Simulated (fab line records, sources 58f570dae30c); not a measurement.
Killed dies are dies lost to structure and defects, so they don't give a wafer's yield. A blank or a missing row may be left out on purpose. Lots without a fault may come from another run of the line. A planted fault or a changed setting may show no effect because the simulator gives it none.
Problem report in the 8D (eight disciplines) form, filled by code | flow berkeley_cmos170 | the parts of the form that need people (team, actions taken, sign-off) are left out

1. THE PROBLEM
tilt_deg at UCB170_PVT_IMPLANT_07 reads a mean of 6.436 degrees on 6 wafers of 2 lots; wafers without a fault read 7.001 degrees with a standard deviation of 0.022. That is -26 standard deviations from the usual mean.
First seen on wafer L294.1, day 8 12:17, on implanter-04. The record holds 42 wafers of 14 lots with a number at this step. Rule for "out", or "out of limits": more than 4 standard deviations from the usual mean. The other wafers with a number count as sound.

2. WHAT IT IS AND WHAT IT IS NOT
question                    | is                     | is not
which readings at this step | tilt_deg               | -
which lots                  | L294, L295             | L277, L278, L279, L281, L282, L283, L287, L288, L293, L296, L299, L300
which wafers of those lots  | all that have a number | -
read on which tools         | implanter-04           | implanter-02, implanter-03
when                        | from day 8 12:17       | up to then (27 sound wafers); but 9 sound wafers of L296, L299, L300 came after

3. SUSPECTS, AND WHAT RULES EACH OUT
Counting: a tool at a process step up to the reading stays a suspect if it ran every lot that is out and no sound lot after the first of them.
- implanter-04 at UCB170_PVT_IMPLANT_07: kept. It ran every lot that is out, first L294 (day 8 12:17), and no sound lot after that; its last sound lot up to then is L283 (day 7 00:01). Its own readings are out on those wafers: tilt_deg.
Left after counting: implanter-04 at UCB170_PVT_IMPLANT_07.

4. THE CAUSE (what the simulator had put in)
Process parameter drift: implanter-04, from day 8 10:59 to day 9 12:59, at UCB170_PVT_IMPLANT_07. Setting tilt_deg, moved by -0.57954, from 7. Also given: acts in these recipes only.
Counting left only this tool.

5. THE CHAIN OF EFFECTS, in route order
Each row: a reading whose mean over the struck wafers that have a number lies more than 3 standard deviations from the usual. Only readings for which the record gives a usual standard deviation are gone through. hours: the time from each lot's start at the first step in this table that gives one to its start at this step, as a median over the lots. sigmas: the change in usual standard deviations.
hours | step                  | reading  | usual         | on struck wafers | change | sigmas
0     | UCB170_PVT_IMPLANT_07 | tilt_deg | 7.001 degrees | 6.436            | -0.565 | -26
The process steps in it:
- UCB170_PVT_IMPLANT_07
Later measuring or inspecting steps at which every struck wafer that the step has a row for has a number for every such reading, and none has moved that far: UCB170_SDANNEAL_RS_MEAS_05, UCB170_SILICIDE_RS_MEAS_02.

6. WHAT WOULD HAVE CAUGHT IT SOONER
In this record the first reading out of limits was taken at day 8 12:17, 1 hour after the fault began at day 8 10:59.
